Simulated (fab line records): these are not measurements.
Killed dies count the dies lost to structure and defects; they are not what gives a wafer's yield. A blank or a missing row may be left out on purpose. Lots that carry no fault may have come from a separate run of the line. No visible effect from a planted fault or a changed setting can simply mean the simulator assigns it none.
Split-lot study + flow ritCmos + 5 lots, 27 wafers read, on a route of 202 steps

## ABOUT THE SPLIT
At RIT_ACTIVE_OXIDATION_01 (target thk 46.8 nm, ox time 3360 s), the setting oxTimeS was moved away from the recipe's 3360 s on 24 of the 27 wafers read, by -49.2% to +47.1%. This setting was run at the recipe's value on the other wafers.

Between the split and the reading, the file records no step.

## THE READING
ACTIVE_OXIDE_THK, in nm, at RIT_ACTIVE_THK_MEAS_02. Fault-free wafers of this fab line usually give 46.7 nm, standard deviation 0.79 nm.

| wafer  | tool, chamber at the split | oxTimeS as run, s | against the recipe | ACTIVE_OXIDE_THK, nm | against lot-mates on the recipe |
|--------|----------------------------|-------------------|--------------------|----------------------|---------------------------------|
| L075.1 | -, -                       | 1707              | -49.2%             | 30.3                 | no lot-mate on the recipe       |
| L075.2 | -, -                       | 1707              | -49.2%             | 30.5                 | no lot-mate on the recipe       |
| L075.3 | -, -                       | 1707              | -49.2%             | 30.1                 | no lot-mate on the recipe       |
| L075.4 | -, -                       | 1707              | -49.2%             | 30.2                 | no lot-mate on the recipe       |
| L075.5 | -, -                       | 1707              | -49.2%             | 30.2                 | no lot-mate on the recipe       |
| L075.6 | -, -                       | 1707              | -49.2%             | 30.6                 | no lot-mate on the recipe       |
| L079.1 | -, -                       | 4220              | +25.6%             | 53.2                 | no lot-mate on the recipe       |
| L079.2 | -, -                       | 4220              | +25.6%             | 52.2                 | no lot-mate on the recipe       |
| L079.3 | -, -                       | 4220              | +25.6%             | 53.5                 | no lot-mate on the recipe       |
| L079.4 | -, -                       | 4220              | +25.6%             | 53.7                 | no lot-mate on the recipe       |
| L079.5 | -, -                       | 4220              | +25.6%             | 52.3                 | no lot-mate on the recipe       |
| L079.6 | -, -                       | 4220              | +25.6%             | 53.3                 | no lot-mate on the recipe       |
| L081.1 | -, -                       | 4550              | +35.4%             | 56.9                 | no lot-mate on the recipe       |
| L081.2 | -, -                       | 4550              | +35.4%             | 57.3                 | no lot-mate on the recipe       |
| L081.3 | -, -                       | 4550              | +35.4%             | 56.6                 | no lot-mate on the recipe       |
| L081.4 | -, -                       | 4550              | +35.4%             | 56.6                 | no lot-mate on the recipe       |
| L081.5 | -, -                       | 4550              | +35.4%             | 57.7                 | no lot-mate on the recipe       |
| L081.6 | -, -                       | 4550              | +35.4%             | 56.8                 | no lot-mate on the recipe       |
| L083.3 | furnace-04, 0              | 3360              | recipe             | 47.9                 | -                               |
| L083.4 | furnace-04, 0              | 3360              | recipe             | 47.0                 | -                               |
| L083.5 | furnace-04, 0              | 3360              | recipe             | 47.7                 | -                               |
| L084.1 | -, -                       | 4943              | +47.1%             | 61.5                 | no lot-mate on the recipe       |
| L084.2 | -, -                       | 4943              | +47.1%             | 60.5                 | no lot-mate on the recipe       |
| L084.3 | -, -                       | 4943              | +47.1%             | 60.7                 | no lot-mate on the recipe       |
| L084.4 | -, -                       | 4943              | +47.1%             | 61.6                 | no lot-mate on the recipe       |
| L084.5 | -, -                       | 4943              | +47.1%             | 60.6                 | no lot-mate on the recipe       |
| L084.6 | -, -                       | 4943              | +47.1%             | 61.5                 | no lot-mate on the recipe       |

FIT RESULTS
A straight line over all 27 wafers: ACTIVE_OXIDE_THK changes by +0.314 nm for each +1% of oxTimeS; r = +1.00; the points scatter about the line by 0.87 nm.
Too few moved wafers with a lot-mate on the recipe to fit a line net of each lot's own level.

## THE WHOLE CHAIN: every reading that the file lists as answering this split, in the file's order
| step                    | what it does                                            | reading                                                                            | change (the file's fit)               | r (the file's) |
|-------------------------|---------------------------------------------------------|------------------------------------------------------------------------------------|---------------------------------------|----------------|
| RIT_ACTIVE_OXIDATION_01 | target thk 46.8 nm, ox time 3360 s                      | SiO2_of_ACTIVE_OXIDATION_01.thkNm (the simulator's own value, which no gauge read) | +0.314 nm for each +1% of the setting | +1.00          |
| RIT_ACTIVE_THK_MEAS_02  |                                                         | ACTIVE_OXIDE_THK                                                                   | +0.314 for each +1% of the setting    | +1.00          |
| RIT_FOX2_WET_ETCH_03    | etches Si3N4 in H3PO4, target depth 195 nm, time 2700 s | SiO2_of_ACTIVE_OXIDATION_01.thkNm (the simulator's own value, which no gauge read) | +0.275 nm for each +1% of the setting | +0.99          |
| RIT_M1_PROBE_99         |                                                         | etest.pldd.widthNm (the simulator's own value, which no gauge read)                | -2.81 nm for each +1% of the setting  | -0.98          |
| RIT_M1_PROBE_99         |                                                         | etest.nldd.widthNm (the simulator's own value, which no gauge read)                | -2.94 nm for each +1% of the setting  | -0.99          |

## FILE'S OWN FIT
ACTIVE_OXIDE_THK changes by +0.314 nm for each +1% of oxTimeS, r = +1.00.
